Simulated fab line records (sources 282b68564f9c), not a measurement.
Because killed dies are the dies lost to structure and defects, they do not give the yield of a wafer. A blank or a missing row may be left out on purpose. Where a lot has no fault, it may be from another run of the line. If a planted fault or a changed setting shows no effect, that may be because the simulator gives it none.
Which tool did it? || flow ritCmos || route of 202 steps, sampled at 1 step: 15 lots, 45 wafers

== WHAT THE GAUGES SHOWED, per wafer ==
Not one reading of a measure or inspect step in the record can be checked against a usual standard deviation.

== WHICH TOOL RAN EACH LOT (tool, then ch and the chambers of the sampled wafers, then the start) ==
{"lot": "L143", "RIT_ACTIVE_OXIDATION_01": "furnace-02 ch 0, day 1 20:11"}
{"lot": "L145", "RIT_ACTIVE_OXIDATION_01": "furnace-03 ch 0, day 2 06:07"}
{"lot": "L147", "RIT_ACTIVE_OXIDATION_01": "furnace-02 ch 0, day 2 16:07"}
{"lot": "L148", "RIT_ACTIVE_OXIDATION_01": "furnace-03 ch 0, day 2 21:07"}
{"lot": "L149", "RIT_ACTIVE_OXIDATION_01": "furnace-01 ch 0, day 3 02:07"}
{"lot": "L154", "RIT_ACTIVE_OXIDATION_01": "furnace-02, day 4 03:07"}
{"lot": "L155", "RIT_ACTIVE_OXIDATION_01": "furnace-03, day 4 08:07"}
{"lot": "L156", "RIT_ACTIVE_OXIDATION_01": "furnace-02, day 4 13:07"}
{"lot": "L158", "RIT_ACTIVE_OXIDATION_01": "furnace-03 ch 0, day 4 23:07"}
{"lot": "L159", "RIT_ACTIVE_OXIDATION_01": "furnace-01 ch 0, day 5 06:32"}
{"lot": "L160", "RIT_ACTIVE_OXIDATION_01": "furnace-01 ch 0, day 5 09:07"}
{"lot": "L161", "RIT_ACTIVE_OXIDATION_01": "furnace-03 ch 0, day 5 14:07"}
{"lot": "L162", "RIT_ACTIVE_OXIDATION_01": "furnace-03 ch 0, day 5 19:07"}
{"lot": "L163", "RIT_ACTIVE_OXIDATION_01": "furnace-02 ch 0, day 6 00:07"}
{"lot": "L164", "RIT_ACTIVE_OXIDATION_01": "furnace-01 ch 0, day 6 05:07"}
- RIT_ACTIVE_OXIDATION_01: target thk 46.8 nm, ox time 3360 s.

== WHAT THE TOOLS THEMSELVES READ (means of the sampled wafers that have a number; where no wafer has one, the mark that the record gives instead) ==
RIT_ACTIVE_OXIDATION_01. Usual: oxTempC 1000.0 C, standard deviation 0.4; oxTempCMax 1004.6, standard deviation 1.6; tubeCenterTempC 1000 C, standard deviation 0.098; zonePowerLoadPct 33.4 %, standard deviation 1.1.
{"lot": "L143", "tool": "furnace-02", "oxTempC (C)": 1000.2, "oxTempCMax": 1002.8, "tubeCenterTempC (C)": 1000, "zonePowerLoadPct (%)": 34.3, "flag": ""}
{"lot": "L145", "tool": "furnace-03", "oxTempC (C)": 999.8, "oxTempCMax": 1003.9, "tubeCenterTempC (C)": 1000, "zonePowerLoadPct (%)": 33.8, "flag": ""}
{"lot": "L147", "tool": "furnace-02", "oxTempC (C)": 1000.1, "oxTempCMax": 1003.5, "tubeCenterTempC (C)": 1000, "zonePowerLoadPct (%)": 34.4, "flag": ""}
{"lot": "L148", "tool": "furnace-03", "oxTempC (C)": 999.6, "oxTempCMax": 1004.5, "tubeCenterTempC (C)": 1000, "zonePowerLoadPct (%)": 34.0, "flag": ""}
{"lot": "L149", "tool": "furnace-01", "oxTempC (C)": 999.6, "oxTempCMax": 1006.0, "tubeCenterTempC (C)": 1000, "zonePowerLoadPct (%)": 32.0, "flag": ""}
{"lot": "L154", "tool": "furnace-02", "oxTempC (C)": "-", "oxTempCMax": "-", "tubeCenterTempC (C)": "-", "zonePowerLoadPct (%)": "-", "flag": "OFF"}
{"lot": "L155", "tool": "furnace-03", "oxTempC (C)": "-", "oxTempCMax": "-", "tubeCenterTempC (C)": "-", "zonePowerLoadPct (%)": "-", "flag": "OFF"}
{"lot": "L156", "tool": "furnace-02", "oxTempC (C)": "-", "oxTempCMax": "-", "tubeCenterTempC (C)": "-", "zonePowerLoadPct (%)": "-", "flag": "OFF"}
{"lot": "L158", "tool": "furnace-03", "oxTempC (C)": 1000.0, "oxTempCMax": 1004.3, "tubeCenterTempC (C)": 1000, "zonePowerLoadPct (%)": 34.0, "flag": ""}
{"lot": "L159", "tool": "furnace-01", "oxTempC (C)": 1000.5, "oxTempCMax": 1006.6, "tubeCenterTempC (C)": 1000, "zonePowerLoadPct (%)": 31.7, "flag": ""}
{"lot": "L160", "tool": "furnace-01", "oxTempC (C)": 999.9, "oxTempCMax": 1006.8, "tubeCenterTempC (C)": 1000, "zonePowerLoadPct (%)": 31.5, "flag": ""}
{"lot": "L161", "tool": "furnace-03", "oxTempC (C)": 1000.2, "oxTempCMax": 1004.2, "tubeCenterTempC (C)": 1000, "zonePowerLoadPct (%)": 33.7, "flag": ""}
{"lot": "L162", "tool": "furnace-03", "oxTempC (C)": 1000.3, "oxTempCMax": 1005.2, "tubeCenterTempC (C)": 1000, "zonePowerLoadPct (%)": 33.9, "flag": ""}
{"lot": "L163", "tool": "furnace-02", "oxTempC (C)": 999.8, "oxTempCMax": 1002.9, "tubeCenterTempC (C)": 1000, "zonePowerLoadPct (%)": 34.4, "flag": ""}
{"lot": "L164", "tool": "furnace-01", "oxTempC (C)": 1000.4, "oxTempCMax": 1007.8, "tubeCenterTempC (C)": 1000, "zonePowerLoadPct (%)": 31.5, "flag": ""}

== THE ANSWER, worked out from the rows above alone ==
Rule: lot off if the mean of its wafers having a number is beyond 3 standard deviations from the usual mean. A lot without any number at a reading at which 4 lots or more have one is off too. The other lots that the step has rows for count as sound. After the gauges, taken in route order, come the tools' own readings; for these a lot's mean is taken, as printed above. At the first step where some lot is off, the reading lying furthest off is the one used; lots without a number count as furthest.
Off: L154, L155, L156, at RIT_ACTIVE_OXIDATION_01 (oxTempC). Without a number there: L154, L155, L156.
A tool fits if, at that step or a process step before it, it ran every lot that is off, and no sound lot after the first of them. Not one of the candidates tried fits.

== WHAT THE SIMULATOR HAD PUT IN ==
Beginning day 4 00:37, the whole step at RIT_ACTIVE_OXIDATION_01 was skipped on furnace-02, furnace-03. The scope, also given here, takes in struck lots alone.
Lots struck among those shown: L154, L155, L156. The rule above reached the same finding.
